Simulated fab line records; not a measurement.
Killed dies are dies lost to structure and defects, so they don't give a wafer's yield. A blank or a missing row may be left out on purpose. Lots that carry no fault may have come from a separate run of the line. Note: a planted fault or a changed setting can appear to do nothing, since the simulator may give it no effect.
fab line records ; flow berkeley_cmos170
record: lots: 5; wafers: 15; last_day: 12
route steps=331 shown PLDD@148 NLDD@158
lots with no fault: from the same line, run without faults
start_h: the number of hours between the record's first day and the start of the first shown wafer of the lot ; wait_h: hours since the lot's step before ; " same as the row above ; L1.1+2: one row covering several wafers at once ; - no value, or no start given ; * or withheld: withheld ; < > ~ a bound
route shown NAME@n: a module of which the file shows steps, and the number in the route of the first ; usual: the fault-free wafers' mean and standard deviation ; same: alike in all rows ; chamber/n: place in a boat ; sites: per-site readings ; _std_site: their standard deviation ; _edge_site: inner sites' mean taken away from outer sites' mean ; radius_mm: for every site, how far away it sits from the centre of the wafer ; mask NAME#n: copy n ; behind: the most recent tool/chamber to have shaped the wafer ; hold: why the lot was held/for how many hours/how that ended ; device: the transistor (n, p or np) that didn't switch ; end of line: the route-end tests of the same wafers ; a step given without rows: its recipe and nothing more ; killed: the dies lost at the first sort to structure and to defects; this is not the yield of the wafer ; map: dies across one wafer; x = killed, . = not, _ = none there
set.NAME: the run value of the setting; set.NAME@STEP: its run value at that earlier step ; model.NAME: the simulator's own value behind a step, which no gauge read
a table for each step, a row for each wafer; lots at some steps of the route
services: the hour from which a tool's chamber was out of use, counted from the record's first day as start_h (under 0 if before that day), plus the number of hours and why
== steps ==
step: UCB170_PLDD_EXPOSE_03
recipe: mask_id: PSELECT; na: 0.5; sigma_outer: 0.6; source_shape: conventional; target_cd_nm: 1200; dose_mj: 30
usual: reticle_temp_C: 23.01/0.1
lot.wafer;tool;chamber;start_h;wait_h;mask;reticle_temp_C
L077.2;krf_scanner-02;0;171.83;0.4;PSELECT#0;22.69
L077.5;krf_scanner-02;0;171.83;0.4;PSELECT#0;22.99
L077.6;krf_scanner-02;0;171.83;0.4;PSELECT#0;23.05
L074.1;krf_scanner-02;0;172.26;0.1;PSELECT#0;23.16
L074.4;krf_scanner-02;0;172.26;0.1;PSELECT#0;22.95
L074.5;krf_scanner-02;0;172.26;0.1;PSELECT#0;23.13
L085.2;krf_scanner-02;0;191.53;0.3;PSELECT#0;23.02
L085.3;krf_scanner-02;0;191.53;0.3;PSELECT#0;23.08
L085.5;krf_scanner-02;0;191.53;0.3;PSELECT#0;22.92
L083.4;krf_scanner-01;0;202.97;0.3;PSELECT#0;23.09
L083.5;krf_scanner-01;0;202.97;0.3;PSELECT#0;23.15
L083.6;krf_scanner-01;0;202.97;0.3;PSELECT#0;22.85
L091.3;krf_scanner-01;0;238.38;0.2;PSELECT#0;23.15
L091.4;krf_scanner-01;0;238.38;0.2;PSELECT#0;23.29
L091.5;krf_scanner-01;0;238.38;0.2;PSELECT#0;23.15
step: UCB170_PLDD_PEB_04
recipe: peb_temp_c: 130; peb_time_s: withheld; resist: KrF
lot.wafer;tool;chamber;start_h;wait_h
L077.2+5+6;litho_track-04;0;172.74;0.9
L074.1+4+5;litho_track-02;0;173.19;0.9
L085.2+3+5;litho_track-04;0;191.66;0.1
L083.4+5+6;litho_track-04;0;203.78;0.8
L091.3+4+5;litho_track-04;0;238.99;0.6
step: UCB170_PLDD_DEVELOP_05
recipe: developer: TMAH; develop_time_s: 45; resist: KrF; dev_temp_c: 21
lot.wafer;tool;chamber;start_h;wait_h
L077.2+5+6;litho_track-04;0;-;-
L074.1+4+5;litho_track-02;0;-;-
L085.2+3+5;litho_track-04;0;-;-
L083.4+5+6;litho_track-04;0;-;-
L091.3+4+5;litho_track-04;0;-;-
step: UCB170_PLDD_CD_MEAS_06
recipe: target_cd_nm: 1200
usual: cd_nm: 1200.1/1.4
lot.wafer;tool;chamber;start_h;wait_h;cd_nm
L077.2;cd_sem-01;-;173.01;-;1200.2
L077.5;cd_sem-01;-;173.01;-;1197.9
L077.6;cd_sem-01;-;173.01;-;1198.6
L074.1;cd_sem-02;-;173.51;-;1199.5
L074.4;cd_sem-02;-;173.51;-;1199.5
L074.5;cd_sem-02;-;173.51;-;1199.4
L085.2;cd_sem-02;-;191.93;-;1199.8
L085.3;cd_sem-02;-;191.93;-;1198.6
L085.5;cd_sem-02;-;191.93;-;1199.8
L083.4;cd_sem-01;-;204.04;-;1200.3
L083.5;cd_sem-01;-;204.04;-;1200.5
L083.6;cd_sem-01;-;204.04;-;1200.5
L091.3;cd_sem-01;-;239.26;-;1200.0
L091.4;cd_sem-01;-;239.26;-;1200.7
L091.5;cd_sem-01;-;239.26;-;1200.4
step: UCB170_PLDD_OVL_MEAS_07
usual: PLDD_OVL: 1/5.8
lot.wafer;tool;chamber;start_h;wait_h;PLDD_OVL[nm]
L077.2;overlay-02;-;173.11;0.1;3
L077.5;overlay-02;-;173.11;0.1;-2
L077.6;overlay-02;-;173.11;0.1;9
L074.1;overlay-01;-;173.63;0.1;2
L074.4;overlay-01;-;173.63;0.1;2
L074.5;overlay-01;-;173.63;0.1;-2
L085.2;overlay-02;-;192.03;0.1;7
L085.3;overlay-02;-;192.03;0.1;3
L085.5;overlay-02;-;192.03;0.1;-3
L083.4;overlay-01;-;204.12;0.1;-3
L083.5;overlay-01;-;204.12;0.1;0
L083.6;overlay-01;-;204.12;0.1;1
L091.3;overlay-02;-;239.35;0.1;2
L091.4;overlay-02;-;239.35;0.1;-4
L091.5;overlay-02;-;239.35;0.1;-1
step: UCB170_PLDD_IMPLANT_08
recipe: species: BF2; dose_cm2: 5e+13; energy_kev: 10; tilt_deg: 7; rotation_deg: 0
lot.wafer;tool;chamber;start_h;wait_h
L077.2+5+6;implanter-03;0;173.17;0.0
L074.1+4+5;implanter-03;0;173.66;0.0
L085.2+3+5;implanter-02;0;192.09;0.0
L083.4+5+6;implanter-01;0;204.22;0.1
L091.3+4+5;implanter-02;0;239.42;0.1
step: UCB170_PLDD_IMPLANT_09
recipe: species: BF2; dose_cm2: 5e+13; energy_kev: 10; tilt_deg: 7; rotation_deg: 180
lot.wafer;tool;chamber;start_h;wait_h
L077.2+5+6;implanter-03;0;173.32;0.1
L074.1+4+5;implanter-03;0;173.81;0.1
L085.2+3+5;implanter-02;0;192.24;0.1
L083.4+5+6;implanter-01;0;204.37;0.1
L091.3+4+5;implanter-02;0;239.57;0.1
step: UCB170_PLDD_STRIP_10
recipe: chemistry: O2; power_w: 400; pressure_mtorr: 3500; platen_temp_c: withheld; o2_flow_sccm: 400; overash_fraction: 0.5
usual: drypump_motor_current_A: 5.8/0.32; o2_flow_sccm: 399.8/1.4; oes_product_au: 0.734/0.0043; strip_time_to_endpoint_s: 21.63/0.058
lot.wafer;tool;chamber;start_h;wait_h;drypump_motor_current_A;o2_flow_sccm;oes_product_au;rf_hours_counter_h;strip_time_to_endpoint_s
L077.2;plasma_asher-02;1;173.44;0.1;5.2;400.0;0.732;47;21.70
L077.5;plasma_asher-02;1;173.44;0.1;5.2;399.2;0.731;-;21.71
L077.6;plasma_asher-02;0;173.44;0.1;5.5;399.7;0.736;-;21.60
L074.1;plasma_asher-03;1;173.96;0.1;6.3;402.7;0.740;38;21.66
L074.4;plasma_asher-03;1;173.96;0.1;6.3;399.1;0.730;-;21.67
L074.5;plasma_asher-03;1;173.96;0.1;6.3;390.3;0.735;-;21.67
L085.2;plasma_asher-01;1;192.36;0.1;5.7;401.3;0.732;47;21.69
L085.3;plasma_asher-01;1;192.36;0.1;5.7;401.3;0.734;-;21.67
L085.5;plasma_asher-01;0;192.36;0.1;5.6;400.5;0.735;-;21.65
L083.4;plasma_asher-01;0;204.47;0.1;5.6;401.1;0.735;-;21.50
L083.5;plasma_asher-01;1;204.47;0.1;5.7;400.3;0.734;-;21.52
L083.6;plasma_asher-01;0;204.47;0.1;5.6;400.3;0.724;-;21.58
L091.3;plasma_asher-02;0;239.70;0.1;5.5;398.3;0.730;-;21.62
L091.4;plasma_asher-02;1;239.70;0.1;5.2;397.4;0.735;-;21.57
L091.5;plasma_asher-02;1;239.70;0.1;5.2;400.1;0.732;-;21.58
step: UCB170_PLDD_TW_MEAS_11
usual: PLDD_TW: 1009/3.8
lot.wafer;tool;chamber;start_h;wait_h;PLDD_TW
L077.2;film_metro-04;-;173.55;0.1;1005
L077.5;film_metro-04;-;173.55;0.1;1008
L077.6;film_metro-04;-;173.55;0.1;1010
L074.1;film_metro-01;-;174.06;0.1;1007
L074.4;film_metro-01;-;174.06;0.1;1011
L074.5;film_metro-01;-;174.06;0.1;1009
L085.2;film_metro-04;-;192.47;0.1;1009
L085.3;film_metro-04;-;192.47;0.1;1012
L085.5;film_metro-04;-;192.47;0.1;1011
L083.4;film_metro-03;-;204.57;0.1;1008
L083.5;film_metro-03;-;204.57;0.1;1012
L083.6;film_metro-03;-;204.57;0.1;1015
L091.3;film_metro-01;-;239.79;0.1;1016
L091.4;film_metro-01;-;239.79;0.1;1015
L091.5;film_metro-01;-;239.79;0.1;1011
step: UCB170_PLDD_CLEAN_12
recipe: chemistry: SPM; temp_c: 120; time_s: 600
lot.wafer;tool;chamber;start_h;wait_h
L077.2+5+6;wet_bench-01;2;173.60;0.0
L074.1+4+5;wet_bench-04;1;174.12;0.1
L085.2+3+5;wet_bench-01;1;193.24;0.8
L083.4+5+6;wet_bench-04;0;204.60;0.0
L091.3+4+5;wet_bench-04;0;239.83;0.0
step: UCB170_NLDD_HMDS_00
recipe: prime_time_s: 60; prime_temp_c: 100
lot.wafer;tool;chamber;start_h;wait_h
L077.2+5+6;litho_track-04;0;174.91;1.0
L074.1+4+5;litho_track-03;0;175.01;0.7
L085.2+3+5;litho_track-03;0;193.44;0.0
L083.4+5+6;litho_track-03;0;205.78;1.0
L091.3+4+5;litho_track-04;0;240.07;0.1
step: UCB170_NLDD_COAT_01
recipe: resist: KrF; spin_rpm: 1500; resist_thk_nm: 900
lot.wafer;tool;chamber;start_h;wait_h
L077.2+5+6;litho_track-04;0;175.06;0.1
L074.1+4+5;litho_track-03;0;175.16;0.1
L085.2+3+5;litho_track-03;0;193.59;0.1
L083.4+5+6;litho_track-03;0;205.93;0.1
L091.3+4+5;litho_track-04;0;240.22;0.1
== services ==
tool;chamber;start_h;hours;kind
plasma_asher-02;-;156.06;2.1;repair
krf_scanner-01;-;158.54;0.8;pm
krf_scanner-01;-;172.31;1.0;pm
plasma_asher-02;-;179.65;28.1;pm
krf_scanner-02;-;202.82;1.3;pm
implanter-02;-;207.75;1.8;repair
krf_scanner-01;-;208.12;1.3;pm
plasma_asher-02;-;219.52;2.0;repair
implanter-02;-;222.39;4.8;repair
plasma_asher-02;-;233.96;3.2;repair
implanter-01;-;238.68;27.3;pm
== key ==
fault none
